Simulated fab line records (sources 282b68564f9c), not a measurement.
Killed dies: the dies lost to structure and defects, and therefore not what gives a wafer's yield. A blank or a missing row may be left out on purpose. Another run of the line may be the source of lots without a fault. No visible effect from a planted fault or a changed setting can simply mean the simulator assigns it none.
Comparing a struck lot with a sound one + flow rit-cmos + 44 steps out of a route of 202
Sound: the wafers L557.1, L557.4, L557.5. The struck wafers were L569.1, L569.2, L569.4. The cause comes at the end.
At each step with rows: each side's tool, then ch and its chambers, then its first start. Under that, the readings that differ: sound wafers + struck wafers + difference of the means + sigmas: that difference in standard deviations of wafers without a fault.
alike: a reading whose means differ by less than 2 such deviations, as well as words and numbers matching on both sides. not compared: withheld readings; readings where some wafer has no value; bounds like >300 that might hide an equal value; numbers whose values overlap and for which the record gives no deviation.
The two part at a step that has a row with sigmas, a row that says differs or no value, or rows on one side only. Non-overlapping numbers with no deviation appear without sigmas and do not part them. A reading missing from all wafers of one side parts the sides only when that side holds two or more wafers.

first, 1 step without rows for these wafers: RIT_PRETRO_IMPLANT_08.
RIT_PRETRO_STRIP_09: strips in O2, time 180 s.
  sound on plasma-asher-02 ch 0,1, day 3 14:26; struck on plasma-asher-03 ch 0,1, day 6 01:02
  alike: drypump-motor-current-A
  not compared: rf-hours-counter-h
RIT_PRETRO_TW_MEAS_10:
  sound on film-metro-03, day 3 14:37; struck on film-metro-03, day 6 01:13
  alike: PRETRO_TW
then, 5 steps without rows for these wafers: RIT_GATE_WET_ETCH_00 (etches SiO2 in BOE, target depth 56 nm, time 60 s); RIT_GATE_CLEAN_01 (cleans in SC1, time 600 s); RIT_GATE_CLEAN_02 (cleans in dHF, time 30 s); RIT_GATE_CLEAN_03 (cleans in SC2, time 600 s); RIT_GATE_CLEAN_04 (cleans in dHF, time 60 s).
RIT_FOX2_THK_MEAS_91:
  sound on film-metro-03, day 3 15:07; struck on film-metro-03, day 6 01:42
  alike: FIELD_OXIDE_LEFT_2_THK
then, 2 steps without rows for these wafers: RIT_GATE_OXIDATION_05 (target thk 3 nm, ox time 270 s); RIT_GATE_ANNEAL_06 (time 600 s).
RIT_GATE_THK_MEAS_07:
  sound on film-metro-04, day 3 21:28; struck on film-metro-04, day 6 04:32
  alike: GATE_OXIDE_THK
RIT_GATE_CVD_08: deposits poly-Si from SiH4, target thk 250 nm, time 2220 s.
  sound on lpcvd-02 ch 0, day 3 21:31; struck on lpcvd-02 ch 1, day 6 04:35
| reading                                  | sound               | struck            | difference | sigmas |
|------------------------------------------|---------------------|-------------------|------------|--------|
| sih4-flow-sccm (sccm)                    | 100.01 100.36 99.68 | 80.34 80.64 80.55 | -19.51     | -78    |
| model.poly-Si_of_GATE_CVD_08.thk-nm (nm) | 249.2 247.8 248.2   | 196.8 197.3 196.7 | -51.5      |        |
  alike: zone-power-source-pct
RIT_GATE_THK_MEAS_09:
  sound on film-metro-03, day 3 23:08; struck on film-metro-04, day 6 06:12
| reading            | sound             | struck            | difference | sigmas |
|--------------------|-------------------|-------------------|------------|--------|
| GATE_POLY_THK (nm) | 249.2 247.7 248.3 | 196.8 197.3 196.6 | -51.5      | -22    |
then, 6 steps without rows for these wafers: RIT_GATE_HMDS_10 (prime time 60 s); RIT_GATE_COAT_11 (resist thk 833.8 nm); RIT_GATE_SOFTBAKE_12 (time 60 s); RIT_GATE_EXPOSE_13 (exposes mask M6, target cd 150 nm); RIT_GATE_PEB_14; RIT_GATE_DEVELOP_15 (develop time 50 s).
RIT_GATE_CD_MEAS_16 targets a cd of 150 nm.
  sound on cd-sem-01, day 4 00:28; struck on cd-sem-02, day 6 07:22
  alike: cd-nm
RIT_GATE_OVL_MEAS_17:
  sound on overlay-02, day 4 00:35; struck on overlay-02, day 6 07:29
  alike: GATE_OVL
then, 1 step without rows for these wafers: RIT_GATE_HARDBAKE_18 (time 60 s).
RIT_GATE_ETCH_19: etches poly-Si in SF6/CHF3/O2, stops on SiO2, time 165 s, target depth 312.5 nm.
  sound on rie-si-01 ch 0,1,3, day 4 00:46; struck on rie-si-02 ch 0,2,3, day 6 07:41
| reading                          | sound             | struck            | difference | sigmas |
|----------------------------------|-------------------|-------------------|------------|--------|
| oes-product-au (a.u.)            | 0.825 0.850 0.844 | 0.738 0.732 0.706 | -0.114     | -10    |
| model.GATE.feature-depth-nm (nm) | 249.2 247.8 248.2 | 196.8 197.3 196.7 | -51.5      |        |
| model.etch.depth-nm (nm)         | 249.2 247.8 248.2 | 196.8 197.3 196.7 | -51.5      |        |
  alike: O2_flow_sccm, drypump-motor-current-A, throttle-valve-pct
  not compared: rf-hours-counter-h
RIT_GATE_STRIP_20: strips in O2, time 180 s.
  sound on plasma-asher-03 ch 0,1, day 4 00:53; struck on plasma-asher-04 ch 0,1, day 6 07:47
  alike: drypump-motor-current-A
  not compared: rf-hours-counter-h
RIT_GATE_CD_MEAS_90 targets a cd of 150 nm.
  sound on cd-sem-01, day 4 01:04; struck on cd-sem-02, day 6 07:58
  alike: cd-nm
then, 4 steps without rows for these wafers: RIT_REOX_CLEAN_00 (cleans in SC1, time 600 s); RIT_REOX_CLEAN_01 (cleans in dHF, time 30 s); RIT_REOX_CLEAN_02 (cleans in SC2, time 600 s); RIT_REOX_OXIDATION_03 (target thk 25.2 nm, ox time 5580 s).
RIT_REOX_THK_MEAS_04:
  sound on film-metro-04, day 4 04:38; struck on film-metro-02, day 6 11:00
  alike: REOX_OXIDE_THK
then, 6 steps without rows for these wafers: RIT_NLDD_HMDS_00 (prime time 60 s); RIT_NLDD_COAT_01 (resist thk 1000 nm); RIT_NLDD_SOFTBAKE_02 (time 60 s); RIT_NLDD_EXPOSE_03 (exposes mask M7, target cd 40700 nm); RIT_NLDD_PEB_04; RIT_NLDD_DEVELOP_05 (develop time 50 s).
RIT_NLDD_OVL_MEAS_06:
  sound on overlay-01, day 4 05:56; struck on overlay-02, day 6 11:55
  alike: NLDD_OVL
then, 2 steps without rows for these wafers: RIT_NLDD_HARDBAKE_07 (time 60 s); RIT_NLDD_IMPLANT_08.
RIT_NLDD_STRIP_09: strips in O2, time 180 s.
  sound on plasma-asher-03 ch 0,1, day 4 06:23; struck on plasma-asher-01 ch 0,1, day 6 12:16
  alike: drypump-motor-current-A
  not compared: rf-hours-counter-h
RIT_NLDD_TW_MEAS_10:
  sound on film-metro-02, day 4 06:33; struck on film-metro-04, day 6 12:27
  alike: NLDD_TW
RIT_SDANNEAL_CLEAN_02: cleans in SC2, time 600 s.
  sound on wet-bench-04 ch 0, day 4 14:04; struck on wet-bench-04 ch 2, day 6 20:31
| reading                                  | sound             | struck            | difference | sigmas |
|------------------------------------------|-------------------|-------------------|------------|--------|
| bath-heat-duty-pct (%)                   | 18.3 18.2 17.7    | 12.5 13.1 14.1    | -4.8       | -2     |
| model.poly-Si_of_GATE_CVD_08.thk-nm (nm) | 160.3 159.9 160.2 | 109.6 111.5 110.2 | -49.7      |        |
  alike: temp-c
RIT_M1_PROBE_99:
  sound on prober-02, day 4 23:19; struck on prober-01, day 7 15:02
| reading                             | sound             | struck            | difference | sigmas |
|-------------------------------------|-------------------|-------------------|------------|--------|
| model.etest.pmos-turned.r-on-ohm-um | 3527 3363 3473    | 3168 3158 3167    | -290       |        |
| model.etest.nmos-turned.drive-ua-um | 333.3 346.8 338   | 402.5 408.6 399.4 | +64.1      |        |
| model.etest.nmos_0p15.r-on-ohm-um   | 1183 1128 1155    | 1092 1072 1095    | -69        |        |
| model.etest.pmos-turned.drive-ua-um | 184.7 195.5 187.3 | 211.9 215.1 214.3 | +24.6      |        |
| model.etest.nmos_0p15.drive-ua-um   | 465.9 475.2 470.6 | 486.5 494.1 488   | +19.0      |        |
  alike: killed-at-contacts, killed-at-front-end, killed-dies, killed-on-rim, killed-open, killed-short
  not compared: model.etest.pmos_0p3.r-on-ohm-um, model.etest.pmos_0p15.r-on-ohm-um, model.etest.nmos_0p3.r-on-ohm-um

== WHERE THEY PART ==
Last at RIT_SDANNEAL_CLEAN_02 as far as this record goes, first at RIT_GATE_CVD_08. Later steps at which nothing parts them and some readings are alike: RIT_M1_PROBE_99.

WHY: what had been put in by the simulator
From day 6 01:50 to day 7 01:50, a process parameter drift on lpcvd-02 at RIT_GATE_CVD_08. From 100, the setting sih4-flow-sccm moved by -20.
